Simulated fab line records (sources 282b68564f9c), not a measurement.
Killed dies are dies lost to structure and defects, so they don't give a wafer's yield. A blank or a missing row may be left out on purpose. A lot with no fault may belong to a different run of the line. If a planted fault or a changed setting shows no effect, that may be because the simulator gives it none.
The tool behind it: which one?    flow ritCmos    14 lots (42 wafers sampled), 1 step of a 202-step route

WHAT THE GAUGES READ, wafer by wafer
RIT_NRETRO_OVL_MEAS_06. Usual: NRETRO_OVL typically reads 0.5 nm, with standard deviation 1.4.
lot   measured     on          NRETRO_OVL (nm)  flag
L306  day 2 09:15  overlay-02  2.3 0.7 0.1      
L307  day 2 10:28  overlay-01  2.6 0.1 -0.3     
L308  day 2 16:38  overlay-01  0.4 0.2 1.9      
L309  day 2 21:22  overlay-01  3.8 2.4 3.6      
L312  day 3 12:22  overlay-02  -0.5 0.5 0.4     
L314  day 3 22:11  overlay-02  -3.1 -1.3 -1.0   
L316  day 4 07:17  overlay-02  1.0 -0.8 -1.5    
L319  day 4 23:02  overlay-02  -1.3 -0.6 -1.5   
L322  day 5 12:57  overlay-01  1.8 1.6 3.5      
L325  day 6 04:25  overlay-01  2.1 1.0 0.2      
L326  day 6 09:24  overlay-02  0.8 0.6 1.6      
L327  day 6 14:44  overlay-01  0.5 -1.4 0.9     
L328  day 6 19:17  overlay-02  2.4 1.4 -0.7     
L329  day 7 00:16  overlay-02  1.5 0.8 0.2      

WHAT TOOL EACH LOT RAN ON (gives the tool, then ch and the chambers of the sampled wafers, and finally the start)
The record shows no process step preceding these readings.

AS READ BY THE TOOLS THEMSELVES (means over the sampled wafers that have a number; for cases with no such wafer, the mark the record gives instead)
The record holds no such reading with a usual standard deviation.

THE ANSWER, worked out from the rows above alone
Rule: a lot is off if the mean of its wafers that have a number lies more than 3 standard deviations from the usual mean. A lot without any number at a reading at which 4 lots or more have one is off too. The other lots that the step has rows for count as sound. Order of review: gauges by route order, followed by the tools' own readings, for which a lot's mean as printed above is used. At the first step where some lot is off, the reading lying furthest off is the one used; lots without a number count as furthest.
No lot is off at any reading shown: from this, nothing can be told.

WHAT HAD BEEN PUT IN BY THE SIMULATOR
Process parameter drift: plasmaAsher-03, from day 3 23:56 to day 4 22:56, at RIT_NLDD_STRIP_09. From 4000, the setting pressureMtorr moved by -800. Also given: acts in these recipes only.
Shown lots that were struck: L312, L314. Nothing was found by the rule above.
